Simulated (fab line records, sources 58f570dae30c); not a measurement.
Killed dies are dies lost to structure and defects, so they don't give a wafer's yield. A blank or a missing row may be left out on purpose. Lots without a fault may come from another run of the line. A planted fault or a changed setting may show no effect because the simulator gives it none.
Chamber matching | flow berkeley_cmos170 | UCB170_V1_CMP_02 on cmp-02: 4 sister chambers
The step polishes SiO2. 4 wafers are shown with their chamber, then 7 later ones without.

WAFERS WITH THEIR CHAMBER
wafer  | chamber | motor_current_A (A)
L617.3 | 0       | 14.9
L617.4 | 2       | 15.3
L626.2 | 3       | 17.6
L626.5 | 1       | 12.9

WAFERS WITHOUT THEIR CHAMBER
wafer  | motor_current_A (A)
L626.6 | 16.0
L622.3 | 15.3
L622.4 | 14.1
L622.6 | 15.0
L632.1 | 12.3
L632.2 | 14.6
L632.4 | 17.4

WHICH CHAMBER EACH WENT THROUGH
wafer  | from the rows above          | in truth
L626.6 | can't be placed: 2 or 0 or 3 | 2
L622.3 | can't be placed: 2 or 0      | 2
L622.4 | can't be placed: 0 or 1 or 2 | 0
L622.6 | can't be placed: 0 or 2      | 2
L632.1 | 1                            | 1
L632.2 | can't be placed: 0 or 2      | 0
L632.4 | 3                            | 3
Placed correctly: 2 of 7. Can't be placed from these rows: 5 (the true chamber is among the candidates in 5). Placed wrongly: 0.
How it was worked out, from the rows above alone: a wafer's distance from a chamber is the root of the sum, over the readings, of the square of ((its reading less the chamber's mean) divided by the reading's scatter). The wafer belongs to the nearest chamber; if the next one is less than 2 further off, it can't be placed. A chamber's mean is the mean of its shown wafers. The scatter: with one shown wafer a chamber, the root of the mean of the squares of how far each hidden wafer lies from its nearest shown one.
